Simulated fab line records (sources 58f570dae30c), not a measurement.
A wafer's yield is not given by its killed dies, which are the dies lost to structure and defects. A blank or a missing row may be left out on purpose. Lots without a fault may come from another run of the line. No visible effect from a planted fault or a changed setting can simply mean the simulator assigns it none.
Comparing a struck lot with a sound one || flow berkeleyCmos170 || 17 steps out of a route of 331
Sound: wafers L618.1, L618.4, L618.6. Wafers L617.1, L617.3, L617.5 were the ones struck. The cause is given at the end.
Per side, at each step with rows, come the tool, then ch with its chambers, and then its first start. Under that, the readings that differ: sound wafers || struck wafers || difference of the means || sigmas: that difference in standard deviations of wafers without a fault.
alike: readings with means less than 2 such deviations apart, plus words and numbers identical on both sides. not compared: withheld readings, readings lacking a value on some wafer, bounds such as >300 that could conceal the same value, and numbers that have no deviation in the record and whose values overlap.
A row with sigmas, a row that says differs or no value, or rows on one side alone: a step with any of these is where the two part. When numbers do not overlap yet have no deviation, they are printed without sigmas and do not part them. A reading missing from all wafers of one side parts the sides only when that side holds two or more wafers.

UCB170_NWELL_THK_MEAS_02:
  sound on filmMetro-01, day 3 11:50; struck on filmMetro-01, day 3 04:55
  alike: NWELL_OXIDE_THK
then, 2 steps without rows for these wafers: UCB170_NWELL_ANNEAL_03 (time 900 s); UCB170_NWELL_CVD_04 (deposits Si3N4 from SiH2Cl2/NH3, target thk 224 nm, time 3360 s).
UCB170_NWELL_THK_MEAS_05:
  sound on filmMetro-01, day 3 18:01; struck on filmMetro-01, day 3 11:05
  alike: NWELL_NITRIDE_THK
then, 6 steps without rows for these wafers: UCB170_NWELL_HMDS_06 (prime time 60 s); UCB170_NWELL_COAT_07 (resist thk 900 nm); UCB170_NWELL_SOFTBAKE_08 (time 60 s); UCB170_NWELL_EXPOSE_09 (exposes mask NWELL, target cd 3000 nm); UCB170_NWELL_PEB_10; UCB170_NWELL_DEVELOP_11 (develop time 45 s).
UCB170_NWELL_OVL_MEAS_12:
  sound on overlay-02, day 3 19:15; struck on overlay-01, day 3 12:13
  alike: NWELL_OVL
UCB170_NWELL_ETCH_13: etches Si3N4 in CH3F/Ar/O2, stops on SiO2, target depth 246.4 nm, time 154 s.
  sound on rieDiel-03 ch 1,3, day 3 19:17; struck on rieDiel-04 ch 0,2, day 3 12:14
  alike: drypumpMotorCurrentA, oesProductAu, throttleValvePct
  not compared: rfHoursCounterH
UCB170_NWELL_IMPLANT_14:
  sound on implanter-02 ch 0, day 3 19:23; struck on implanter-02 ch 0, day 3 12:40
  alike: beamEnergyKeV, doseIonsCm2
UCB170_NWELL_STRIP_15: strips in O2.
  sound on plasmaAsher-02 ch 0,1, day 3 19:32; struck on plasmaAsher-02 ch 0,1, day 3 12:49
  alike: drypumpMotorCurrentA, oesProductAu, stripTimeToEndpointS
  not compared: rfHoursCounterH
UCB170_NWELL_TW_MEAS_16:
  sound on filmMetro-01, day 3 19:38; struck on filmMetro-03, day 3 13:08
{"reading": "NWELL_TW", "sound": "1239 1239 1235", "struck": "1568 1561 1567", "difference": "+328", "sigmas": "+46"}
then, 1 step without rows for these wafers: UCB170_NWELL_CLEAN_17 (cleans in SPM, time 600 s).
-- the record jumps here: 6 days lie between the struck wafers' starts before and after (it left off in module NWELL and takes up again in module M3, whose first step shown is number 331 of the route) --
UCB170_M3_PROBE_99:
  rows exist in the record for the struck wafers here (prober-01, day 9 02:51), but not for the sound ones

WHERE THEY PART
Last at UCB170_M3_PROBE_99 as far as this record goes, first at UCB170_NWELL_TW_MEAS_16.

WHY: what had been put in by the simulator
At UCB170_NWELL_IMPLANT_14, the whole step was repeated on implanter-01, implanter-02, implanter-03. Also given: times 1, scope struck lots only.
